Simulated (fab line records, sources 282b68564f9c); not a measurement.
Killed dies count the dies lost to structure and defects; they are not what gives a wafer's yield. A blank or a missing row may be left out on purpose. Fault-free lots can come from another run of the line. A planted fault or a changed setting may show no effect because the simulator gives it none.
fab line records || flow rit-cmos
record {"lots": 14, "wafers": 42, "last-day": 7}
route steps=202 shown REOX@101 M1@202
lots that met no fault: taken from a fault-free run of the same line
start-h: the number of hours between the record's first day and the start of the first shown wafer of the lot || wait-h: hours elapsed since this lot's preceding step || " identical to the entry in the row above || L1.1+2: a row that stands for several wafers || - either no value or no given start || * or withheld: withheld || < > ~ a bound
route shown NAME@n: names a module that has steps shown in the file, with the first one's number in the route || usual: mean/standard deviation taken from wafers without a fault || same: alike in all rows || chamber/n: place in a boat || sites: readings site by site || _std_site: standard deviation of those values || _edge_site: outer sites' mean less inner sites' || radius-mm: for every site, how far away it sits from the centre of the wafer || mask NAME#n: copy n || behind: tool/chamber where the wafer was last shaped || hold: what put the lot on hold/how long, in hours/how the hold closed || device: which transistor (n, p or np) failed to switch || end of line: tests run on the same wafers once the route is complete || a step without rows: its recipe alone || killed: at the first sort, the dies lost to defects and structure; wafer yield is something else || map: a wafer's dies, x killed, . not, _ none there
set.NAME: the setting the step ran with; set.NAME@STEP: the setting that earlier step ran with || model.NAME: the simulator's own value behind a step, which no gauge read
one table for each step of the route and one row for each wafer, over a sample of lots
services: a tool's chamber out of use, with start hour (start-h, from the record's first day; less than 0 if before it), hours out, and reason
## steps
# step RIT_REOX_OXIDATION_03
# recipe {"temp-c": 900, "ambient": "O2", "target-thk-a": 252, "ox-time-s": 5580}
# usual {"spike-tc-centre-C": "903.0/1.2", "spike-tc-load-C": "923/3.8", "spike-tc-source-C": "923.7/2.9", "tube-center-temp-C": "899.99/0.082", "tube_center_temp_C_max": "902.3/0.36", "zone-power-source-pct": "26.6/0.57"}
{"lot.wafer": "L701.1", "tool": "furnace-03", "chamber": 0, "start-h": 48.15, "wait-h": 1.3, "spike-tc-centre-C": 902.2, "spike-tc-load-C": 925, "spike-tc-source-C": 920.5, "tube-center-temp-C": 900.09, "tube_center_temp_C_max": 902.4, "zone-power-source-pct": 26.1}
{"lot.wafer": "L701.3", "tool": "furnace-03", "chamber": 0, "start-h": 48.15, "wait-h": 1.3, "spike-tc-centre-C": 903.0, "spike-tc-load-C": 927, "spike-tc-source-C": 921.5, "tube-center-temp-C": 900.06, "tube_center_temp_C_max": 902.1, "zone-power-source-pct": 25.9}
{"lot.wafer": "L701.6", "tool": "furnace-03", "chamber": 0, "start-h": 48.15, "wait-h": 1.3, "spike-tc-centre-C": 902.6, "spike-tc-load-C": 923, "spike-tc-source-C": 920.6, "tube-center-temp-C": 899.85, "tube_center_temp_C_max": 902.9, "zone-power-source-pct": 26.4}
{"lot.wafer": "L703.2", "tool": "furnace-03", "chamber": 0, "start-h": 53.92, "wait-h": 1.3, "spike-tc-centre-C": 902.2, "spike-tc-load-C": 926, "spike-tc-source-C": 921.2, "tube-center-temp-C": 899.93, "tube_center_temp_C_max": 902.7, "zone-power-source-pct": 25.5}
{"lot.wafer": "L703.5", "tool": "furnace-03", "chamber": 0, "start-h": 53.92, "wait-h": 1.3, "spike-tc-centre-C": 902.6, "spike-tc-load-C": 926, "spike-tc-source-C": 920.8, "tube-center-temp-C": 900, "tube_center_temp_C_max": 902.6, "zone-power-source-pct": 26.5}
{"lot.wafer": "L703.6", "tool": "furnace-03", "chamber": 0, "start-h": 53.92, "wait-h": 1.3, "spike-tc-centre-C": 903.7, "spike-tc-load-C": 926, "spike-tc-source-C": 919.1, "tube-center-temp-C": 900.01, "tube_center_temp_C_max": 902.1, "zone-power-source-pct": 26.1}
{"lot.wafer": "L704.4", "tool": "furnace-01", "chamber": 0, "start-h": 59.95, "wait-h": 0.0, "spike-tc-centre-C": 902.0, "spike-tc-load-C": 919, "spike-tc-source-C": 926.4, "tube-center-temp-C": 900.08, "tube_center_temp_C_max": 902.4, "zone-power-source-pct": 27.5}
{"lot.wafer": "L704.5", "tool": "furnace-01", "chamber": 0, "start-h": 59.95, "wait-h": 0.0, "spike-tc-centre-C": 900.9, "spike-tc-load-C": 916, "spike-tc-source-C": 926.6, "tube-center-temp-C": 899.91, "tube_center_temp_C_max": 902.1, "zone-power-source-pct": 27.3}
{"lot.wafer": "L704.6", "tool": "furnace-01", "chamber": 0, "start-h": 59.95, "wait-h": 0.0, "spike-tc-centre-C": 902.4, "spike-tc-load-C": 919, "spike-tc-source-C": 927.2, "tube-center-temp-C": 899.85, "tube_center_temp_C_max": 902.2, "zone-power-source-pct": 26.6}
{"lot.wafer": "L706.1", "tool": "furnace-01", "chamber": 0, "start-h": 63.96, "wait-h": 0.0, "spike-tc-centre-C": 900.5, "spike-tc-load-C": 919, "spike-tc-source-C": 926.1, "tube-center-temp-C": 899.93, "tube_center_temp_C_max": 902.3, "zone-power-source-pct": 27.0}
{"lot.wafer": "L706.3", "tool": "furnace-01", "chamber": 0, "start-h": 63.96, "wait-h": 0.0, "spike-tc-centre-C": 904.3, "spike-tc-load-C": 918, "spike-tc-source-C": 925.8, "tube-center-temp-C": 899.96, "tube_center_temp_C_max": 903.0, "zone-power-source-pct": 27.6}
{"lot.wafer": "L706.6", "tool": "furnace-01", "chamber": 0, "start-h": 63.96, "wait-h": 0.0, "spike-tc-centre-C": 903.6, "spike-tc-load-C": 920, "spike-tc-source-C": 927.3, "tube-center-temp-C": 899.9, "tube_center_temp_C_max": 902.0, "zone-power-source-pct": 27.1}
{"lot.wafer": "L707.1", "tool": "furnace-01", "chamber": 0, "start-h": 72.73, "wait-h": 0.0, "spike-tc-centre-C": 922.0, "spike-tc-load-C": 939, "spike-tc-source-C": 946.5, "tube-center-temp-C": 920, "tube_center_temp_C_max": 923.1, "zone-power-source-pct": 28.4}
{"lot.wafer": "L707.3", "tool": "furnace-01", "chamber": 0, "start-h": 72.73, "wait-h": 0.0, "spike-tc-centre-C": 922.3, "spike-tc-load-C": 938, "spike-tc-source-C": 947.3, "tube-center-temp-C": 919.85, "tube_center_temp_C_max": 921.8, "zone-power-source-pct": 28.9}
{"lot.wafer": "L707.5", "tool": "furnace-01", "chamber": 0, "start-h": 72.73, "wait-h": 0.0, "spike-tc-centre-C": 922.0, "spike-tc-load-C": 939, "spike-tc-source-C": 946.3, "tube-center-temp-C": 920.03, "tube_center_temp_C_max": 922.5, "zone-power-source-pct": 28.3}
{"lot.wafer": "L708.4", "tool": "furnace-01", "chamber": 0, "start-h": 78.58, "wait-h": 2.2, "spike-tc-centre-C": 920.3, "spike-tc-load-C": 941, "spike-tc-source-C": 946.5, "tube-center-temp-C": 919.93, "tube_center_temp_C_max": 922.8, "zone-power-source-pct": 28.8}
{"lot.wafer": "L708.5", "tool": "furnace-01", "chamber": 0, "start-h": 78.58, "wait-h": 2.2, "spike-tc-centre-C": 923.3, "spike-tc-load-C": 939, "spike-tc-source-C": 945.5, "tube-center-temp-C": 919.96, "tube_center_temp_C_max": 922.7, "zone-power-source-pct": 28.5}
{"lot.wafer": "L708.6", "tool": "furnace-01", "chamber": 0, "start-h": 78.58, "wait-h": 2.2, "spike-tc-centre-C": 922.8, "spike-tc-load-C": 939, "spike-tc-source-C": 948.3, "tube-center-temp-C": 919.99, "tube_center_temp_C_max": 922.2, "zone-power-source-pct": 28.2}
{"lot.wafer": "L709.1", "tool": "furnace-04", "chamber": 0, "start-h": 80.52, "wait-h": 0.9, "spike-tc-centre-C": 903.6, "spike-tc-load-C": 926, "spike-tc-source-C": 920.6, "tube-center-temp-C": 900, "tube_center_temp_C_max": 902.4, "zone-power-source-pct": 26.2}
{"lot.wafer": "L709.4", "tool": "furnace-04", "chamber": 0, "start-h": 80.52, "wait-h": 0.9, "spike-tc-centre-C": 902.9, "spike-tc-load-C": 924, "spike-tc-source-C": 923.2, "tube-center-temp-C": 899.89, "tube_center_temp_C_max": 903.3, "zone-power-source-pct": 26.4}
{"lot.wafer": "L709.6", "tool": "furnace-04", "chamber": 0, "start-h": 80.52, "wait-h": 0.9, "spike-tc-centre-C": 904.9, "spike-tc-load-C": 926, "spike-tc-source-C": 923.4, "tube-center-temp-C": 899.91, "tube_center_temp_C_max": 902.4, "zone-power-source-pct": 26.1}
{"lot.wafer": "L715.1", "tool": "furnace-03", "chamber": 0, "start-h": 113.16, "wait-h": 0.8, "spike-tc-centre-C": 903.0, "spike-tc-load-C": 925, "spike-tc-source-C": 921.6, "tube-center-temp-C": 900.01, "tube_center_temp_C_max": 902.3, "zone-power-source-pct": 26.1}
{"lot.wafer": "L715.2", "tool": "furnace-03", "chamber": 0, "start-h": 113.16, "wait-h": 0.8, "spike-tc-centre-C": 905.1, "spike-tc-load-C": 925, "spike-tc-source-C": 919.5, "tube-center-temp-C": 899.98, "tube_center_temp_C_max": 902.4, "zone-power-source-pct": 26.2}
{"lot.wafer": "L715.3", "tool": "furnace-03", "chamber": 0, "start-h": 113.16, "wait-h": 0.8, "spike-tc-centre-C": 903.2, "spike-tc-load-C": 927, "spike-tc-source-C": 921.9, "tube-center-temp-C": 899.99, "tube_center_temp_C_max": 902.4, "zone-power-source-pct": 26.1}
{"lot.wafer": "L719.2", "tool": "furnace-04", "chamber": 0, "start-h": 132.77, "wait-h": 0.0, "spike-tc-centre-C": 902.6, "spike-tc-load-C": 927, "spike-tc-source-C": 920.9, "tube-center-temp-C": 900.08, "tube_center_temp_C_max": 902.4, "zone-power-source-pct": 26.4}
{"lot.wafer": "L719.5", "tool": "furnace-04", "chamber": 0, "start-h": 132.77, "wait-h": 0.0, "spike-tc-centre-C": 903.0, "spike-tc-load-C": 925, "spike-tc-source-C": 922.4, "tube-center-temp-C": 900.25, "tube_center_temp_C_max": 902.5, "zone-power-source-pct": 25.5}
{"lot.wafer": "L719.6", "tool": "furnace-04", "chamber": 0, "start-h": 132.77, "wait-h": 0.0, "spike-tc-centre-C": 904.7, "spike-tc-load-C": 927, "spike-tc-source-C": 922.2, "tube-center-temp-C": 899.93, "tube_center_temp_C_max": 902.5, "zone-power-source-pct": 25.7}
{"lot.wafer": "L720.1", "tool": "furnace-04", "chamber": 0, "start-h": 135.32, "wait-h": 0.1, "spike-tc-centre-C": 905.3, "spike-tc-load-C": 926, "spike-tc-source-C": 921.5, "tube-center-temp-C": 900.03, "tube_center_temp_C_max": 902.1, "zone-power-source-pct": 26.7}
{"lot.wafer": "L720.2", "tool": "furnace-04", "chamber": 0, "start-h": 135.32, "wait-h": 0.1, "spike-tc-centre-C": 904.0, "spike-tc-load-C": 928, "spike-tc-source-C": 923.1, "tube-center-temp-C": 900.12, "tube_center_temp_C_max": 902.1, "zone-power-source-pct": 26.0}
{"lot.wafer": "L720.4", "tool": "furnace-04", "chamber": 0, "start-h": 135.32, "wait-h": 0.1, "spike-tc-centre-C": 903.3, "spike-tc-load-C": 924, "spike-tc-source-C": 922.5, "tube-center-temp-C": 900.06, "tube_center_temp_C_max": 902.4, "zone-power-source-pct": 26.3}
{"lot.wafer": "L721.3", "tool": "furnace-04", "chamber": 0, "start-h": 139.37, "wait-h": 0.4, "spike-tc-centre-C": 903.4, "spike-tc-load-C": 927, "spike-tc-source-C": 922.4, "tube-center-temp-C": 900.07, "tube_center_temp_C_max": 902.6, "zone-power-source-pct": 26.4}
{"lot.wafer": "L721.4", "tool": "furnace-04", "chamber": 0, "start-h": 139.37, "wait-h": 0.4, "spike-tc-centre-C": 904.1, "spike-tc-load-C": 928, "spike-tc-source-C": 923.0, "tube-center-temp-C": 899.96, "tube_center_temp_C_max": 901.8, "zone-power-source-pct": 25.9}
{"lot.wafer": "L721.6", "tool": "furnace-04", "chamber": 0, "start-h": 139.37, "wait-h": 0.4, "spike-tc-centre-C": 902.2, "spike-tc-load-C": 925, "spike-tc-source-C": 921.6, "tube-center-temp-C": 900.06, "tube_center_temp_C_max": 902.3, "zone-power-source-pct": 26.4}
{"lot.wafer": "L722.2", "tool": "furnace-03", "chamber": 0, "start-h": 144.84, "wait-h": 0.5, "spike-tc-centre-C": 905.1, "spike-tc-load-C": 924, "spike-tc-source-C": 920.6, "tube-center-temp-C": 899.99, "tube_center_temp_C_max": 901.8, "zone-power-source-pct": 25.9}
{"lot.wafer": "L722.3", "tool": "furnace-03", "chamber": 0, "start-h": 144.84, "wait-h": 0.5, "spike-tc-centre-C": 904.2, "spike-tc-load-C": 928, "spike-tc-source-C": 921.3, "tube-center-temp-C": 900.11, "tube_center_temp_C_max": 902.4, "zone-power-source-pct": 25.9}
{"lot.wafer": "L722.4", "tool": "furnace-03", "chamber": 0, "start-h": 144.84, "wait-h": 0.5, "spike-tc-centre-C": 904.1, "spike-tc-load-C": 925, "spike-tc-source-C": 919.2, "tube-center-temp-C": 899.99, "tube_center_temp_C_max": 901.9, "zone-power-source-pct": 25.5}
{"lot.wafer": "L723.2", "tool": "furnace-01", "chamber": 0, "start-h": 153.45, "wait-h": 1.3, "spike-tc-centre-C": 902.2, "spike-tc-load-C": 917, "spike-tc-source-C": 927.2, "tube-center-temp-C": 900.08, "tube_center_temp_C_max": 902.3, "zone-power-source-pct": 27.2}
{"lot.wafer": "L723.5", "tool": "furnace-01", "chamber": 0, "start-h": 153.45, "wait-h": 1.3, "spike-tc-centre-C": 901.0, "spike-tc-load-C": 916, "spike-tc-source-C": 926.3, "tube-center-temp-C": 899.96, "tube_center_temp_C_max": 902.2, "zone-power-source-pct": 27.2}
{"lot.wafer": "L723.6", "tool": "furnace-01", "chamber": 0, "start-h": 153.45, "wait-h": 1.3, "spike-tc-centre-C": 902.7, "spike-tc-load-C": 919, "spike-tc-source-C": 925.9, "tube-center-temp-C": 899.8, "tube_center_temp_C_max": 901.9, "zone-power-source-pct": 27.0}
{"lot.wafer": "L724.1", "tool": "furnace-03", "chamber": 0, "start-h": 157.58, "wait-h": 0.3, "spike-tc-centre-C": 903.3, "spike-tc-load-C": 926, "spike-tc-source-C": 921.0, "tube-center-temp-C": 900.05, "tube_center_temp_C_max": 902.6, "zone-power-source-pct": 26.4}
{"lot.wafer": "L724.4", "tool": "furnace-03", "chamber": 0, "start-h": 157.58, "wait-h": 0.3, "spike-tc-centre-C": 905.9, "spike-tc-load-C": 927, "spike-tc-source-C": 920.4, "tube-center-temp-C": 899.96, "tube_center_temp_C_max": 902.1, "zone-power-source-pct": 26.2}
{"lot.wafer": "L724.6", "tool": "furnace-03", "chamber": 0, "start-h": 157.58, "wait-h": 0.3, "spike-tc-centre-C": 905.0, "spike-tc-load-C": 928, "spike-tc-source-C": 920.8, "tube-center-temp-C": 900.05, "tube_center_temp_C_max": 901.8, "zone-power-source-pct": 26.4}
# step RIT_REOX_THK_MEAS_04
# recipe {"reads": "SiO2_of_REOX_OXIDATION_03"}
# usual {"REOX_OXIDE_THK": "24.7/0.39"}
{"lot.wafer": "L701.1", "tool": "film-metro-01", "chamber": "-", "start-h": 50.70, "wait-h": 0.0, "REOX_OXIDE_THK[nm]": 24.2}
{"lot.wafer": "L701.3", "tool": "film-metro-01", "chamber": "-", "start-h": 50.70, "wait-h": 0.0, "REOX_OXIDE_THK[nm]": 24.8}
{"lot.wafer": "L701.6", "tool": "film-metro-01", "chamber": "-", "start-h": 50.70, "wait-h": 0.0, "REOX_OXIDE_THK[nm]": 24.9}
{"lot.wafer": "L703.2", "tool": "film-metro-01", "chamber": "-", "start-h": 56.48, "wait-h": 0.0, "REOX_OXIDE_THK[nm]": 24.4}
{"lot.wafer": "L703.5", "tool": "film-metro-01", "chamber": "-", "start-h": 56.48, "wait-h": 0.0, "REOX_OXIDE_THK[nm]": 25.1}
{"lot.wafer": "L703.6", "tool": "film-metro-01", "chamber": "-", "start-h": 56.48, "wait-h": 0.0, "REOX_OXIDE_THK[nm]": 25.0}
{"lot.wafer": "L704.4", "tool": "film-metro-03", "chamber": "-", "start-h": 62.53, "wait-h": 0.0, "REOX_OXIDE_THK[nm]": 25.3}
{"lot.wafer": "L704.5", "tool": "film-metro-03", "chamber": "-", "start-h": 62.53, "wait-h": 0.0, "REOX_OXIDE_THK[nm]": 25.5}
{"lot.wafer": "L704.6", "tool": "film-metro-03", "chamber": "-", "start-h": 62.53, "wait-h": 0.0, "REOX_OXIDE_THK[nm]": 25.4}
{"lot.wafer": "L706.1", "tool": "film-metro-01", "chamber": "-", "start-h": 66.51, "wait-h": 0.0, "REOX_OXIDE_THK[nm]": 24.2}
{"lot.wafer": "L706.3", "tool": "film-metro-01", "chamber": "-", "start-h": 66.51, "wait-h": 0.0, "REOX_OXIDE_THK[nm]": 24.6}
{"lot.wafer": "L706.6", "tool": "film-metro-01", "chamber": "-", "start-h": 66.51, "wait-h": 0.0, "REOX_OXIDE_THK[nm]": 24.4}
{"lot.wafer": "L707.1", "tool": "film-metro-01", "chamber": "-", "start-h": 75.28, "wait-h": 0.0, "REOX_OXIDE_THK[nm]": 30.5}
{"lot.wafer": "L707.3", "tool": "film-metro-01", "chamber": "-", "start-h": 75.28, "wait-h": 0.0, "REOX_OXIDE_THK[nm]": 30.7}
{"lot.wafer": "L707.5", "tool": "film-metro-01", "chamber": "-", "start-h": 75.28, "wait-h": 0.0, "REOX_OXIDE_THK[nm]": 30.0}
{"lot.wafer": "L708.4", "tool": "film-metro-02", "chamber": "-", "start-h": 81.16, "wait-h": 0.0, "REOX_OXIDE_THK[nm]": 31.1}
{"lot.wafer": "L708.5", "tool": "film-metro-02", "chamber": "-", "start-h": 81.16, "wait-h": 0.0, "REOX_OXIDE_THK[nm]": 30.6}
{"lot.wafer": "L708.6", "tool": "film-metro-02", "chamber": "-", "start-h": 81.16, "wait-h": 0.0, "REOX_OXIDE_THK[nm]": 30.7}
{"lot.wafer": "L709.1", "tool": "film-metro-02", "chamber": "-", "start-h": 83.07, "wait-h": 0.0, "REOX_OXIDE_THK[nm]": 24.0}
{"lot.wafer": "L709.4", "tool": "film-metro-02", "chamber": "-", "start-h": 83.07, "wait-h": 0.0, "REOX_OXIDE_THK[nm]": 24.6}
{"lot.wafer": "L709.6", "tool": "film-metro-02", "chamber": "-", "start-h": 83.07, "wait-h": 0.0, "REOX_OXIDE_THK[nm]": 24.2}
{"lot.wafer": "L715.1", "tool": "film-metro-02", "chamber": "-", "start-h": 115.71, "wait-h": 0.0, "REOX_OXIDE_THK[nm]": 24.3}
{"lot.wafer": "L715.2", "tool": "film-metro-02", "chamber": "-", "start-h": 115.71, "wait-h": 0.0, "REOX_OXIDE_THK[nm]": 24.7}
{"lot.wafer": "L715.3", "tool": "film-metro-02", "chamber": "-", "start-h": 115.71, "wait-h": 0.0, "REOX_OXIDE_THK[nm]": 24.5}
{"lot.wafer": "L719.2", "tool": "film-metro-03", "chamber": "-", "start-h": 135.33, "wait-h": 0.0, "REOX_OXIDE_THK[nm]": 24.9}
{"lot.wafer": "L719.5", "tool": "film-metro-03", "chamber": "-", "start-h": 135.33, "wait-h": 0.0, "REOX_OXIDE_THK[nm]": 24.8}
{"lot.wafer": "L719.6", "tool": "film-metro-03", "chamber": "-", "start-h": 135.33, "wait-h": 0.0, "REOX_OXIDE_THK[nm]": 24.7}
{"lot.wafer": "L720.1", "tool": "film-metro-01", "chamber": "-", "start-h": 137.87, "wait-h": 0.0, "REOX_OXIDE_THK[nm]": 25.1}
{"lot.wafer": "L720.2", "tool": "film-metro-01", "chamber": "-", "start-h": 137.87, "wait-h": 0.0, "REOX_OXIDE_THK[nm]": 25.0}
{"lot.wafer": "L720.4", "tool": "film-metro-01", "chamber": "-", "start-h": 137.87, "wait-h": 0.0, "REOX_OXIDE_THK[nm]": 25.0}
{"lot.wafer": "L721.3", "tool": "film-metro-01", "chamber": "-", "start-h": 141.94, "wait-h": 0.0, "REOX_OXIDE_THK[nm]": 24.6}
{"lot.wafer": "L721.4", "tool": "film-metro-01", "chamber": "-", "start-h": 141.94, "wait-h": 0.0, "REOX_OXIDE_THK[nm]": 24.2}
{"lot.wafer": "L721.6", "tool": "film-metro-01", "chamber": "-", "start-h": 141.94, "wait-h": 0.0, "REOX_OXIDE_THK[nm]": 24.4}
{"lot.wafer": "L722.2", "tool": "film-metro-01", "chamber": "-", "start-h": 147.40, "wait-h": 0.0, "REOX_OXIDE_THK[nm]": 23.9}
{"lot.wafer": "L722.3", "tool": "film-metro-01", "chamber": "-", "start-h": 147.40, "wait-h": 0.0, "REOX_OXIDE_THK[nm]": 24.0}
{"lot.wafer": "L722.4", "tool": "film-metro-01", "chamber": "-", "start-h": 147.40, "wait-h": 0.0, "REOX_OXIDE_THK[nm]": 24.1}
{"lot.wafer": "L723.2", "tool": "film-metro-01", "chamber": "-", "start-h": 156.01, "wait-h": 0.0, "REOX_OXIDE_THK[nm]": 25.2}
{"lot.wafer": "L723.5", "tool": "film-metro-01", "chamber": "-", "start-h": 156.01, "wait-h": 0.0, "REOX_OXIDE_THK[nm]": 25.4}
{"lot.wafer": "L723.6", "tool": "film-metro-01", "chamber": "-", "start-h": 156.01, "wait-h": 0.0, "REOX_OXIDE_THK[nm]": 25.6}
{"lot.wafer": "L724.1", "tool": "film-metro-02", "chamber": "-", "start-h": 160.13, "wait-h": 0.0, "REOX_OXIDE_THK[nm]": 24.3}
{"lot.wafer": "L724.4", "tool": "film-metro-02", "chamber": "-", "start-h": 160.13, "wait-h": 0.0, "REOX_OXIDE_THK[nm]": 24.5}
{"lot.wafer": "L724.6", "tool": "film-metro-02", "chamber": "-", "start-h": 160.13, "wait-h": 0.0, "REOX_OXIDE_THK[nm]": 24.5}
# step RIT_M1_PROBE_99
# usual {"killed-at-contacts": "0.1/0.27", "killed-at-front-end": "7/3.3", "killed-dies": "7/3.3", "killed-open": "3.5/2", "killed-short": "3.8/2.2"}
# same {"gross-dies": 264, "killed_at_M0_to_M3": 0, "killed_at_M4_up": 0, "killed-at-back-side": 0, "killed-at-other": 0}
{"lot.wafer": "L721.3", "tool": "prober-02", "chamber": "-", "start-h": 158.68, "wait-h": 0.2, "killed-at-contacts": 0, "killed-at-front-end": 8, "killed-dies": 8, "killed-open": 3, "killed-short": 5}
{"lot.wafer": "L721.4", "tool": "prober-02", "chamber": "-", "start-h": 158.73, "wait-h": 0.2, "killed-at-contacts": 0, "killed-at-front-end": 9, "killed-dies": 9, "killed-open": 3, "killed-short": 6}
{"lot.wafer": "L721.6", "tool": "prober-02", "chamber": "-", "start-h": 158.83, "wait-h": 0.2, "killed-at-contacts": 0, "killed-at-front-end": 3, "killed-dies": 3, "killed-open": 2, "killed-short": 1}
# killed by level:class
L721.3 REOX:geometric-particle:short=2 FOX2:geometric-particle:open=1 GATE:geometric-particle:open=1 GATE:geometric-particle:short=1 SPACER:geometric-particle:open=1 SPACER:geometric-particle:short=1 SILICIDE:geometric-particle:short=1
L721.4 FOX2:geometric-particle:short=2 GATE:geometric-particle:short=2 FOX2:geometric-particle:open=1 GATE:geometric-particle:open=1 REOX:geometric-particle:open=1 REOX:geometric-particle:short=1 SPACER:geometric-particle:short=1
L721.6 FOX2:geometric-particle:open=2 REOX:geometric-particle:short=1
## services
{"tool": "furnace-04", "chamber": "-", "start-h": 26.12, "hours": 3.6, "kind": "pm"}
{"tool": "furnace-03", "chamber": "-", "start-h": 50.70, "hours": 3.2, "kind": "pm"}
{"tool": "furnace-04", "chamber": "-", "start-h": 148.98, "hours": 3.5, "kind": "pm"}
## key
first-sign {"step": "RIT_REOX_OXIDATION_03", "reading": "tube-center-temp-C", "direction": "up", "sigmas": "99+", "usual": "*", "struck": "*"}
effect {"step": "RIT_REOX_OXIDATION_03", "reading": "tube_center_temp_C_max", "direction": "up", "sigmas": 55, "usual": "*", "struck": "*"}
effect {"step": "RIT_REOX_THK_MEAS_04", "reading": "REOX_OXIDE_THK", "direction": "up", "sigmas": 15, "usual": 24.7, "struck": 30.6}
met-at RIT_REOX_OXIDATION_03
struck-lots L707,L708
tester-left-out L707,L708
onset-between 63.96 72.73
fault {"kind": "process-parameter-drift", "tool": "furnace-01", "chamber": "-", "onset-h": 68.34, "steps": "RIT_REOX_OXIDATION_03", "channel": "temp-c", "offset": "*", "shape": "step", "end-h": 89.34, "acts-in": "*", "stated": "*"}
# tester-left-out: of these lots the tester's yield and bins aren't shown, on N5 and GAA mostly nor the transistor test; their killed dies are dies lost to structure and defects alone, not to doping, threshold or leakage, so they don't give the yield
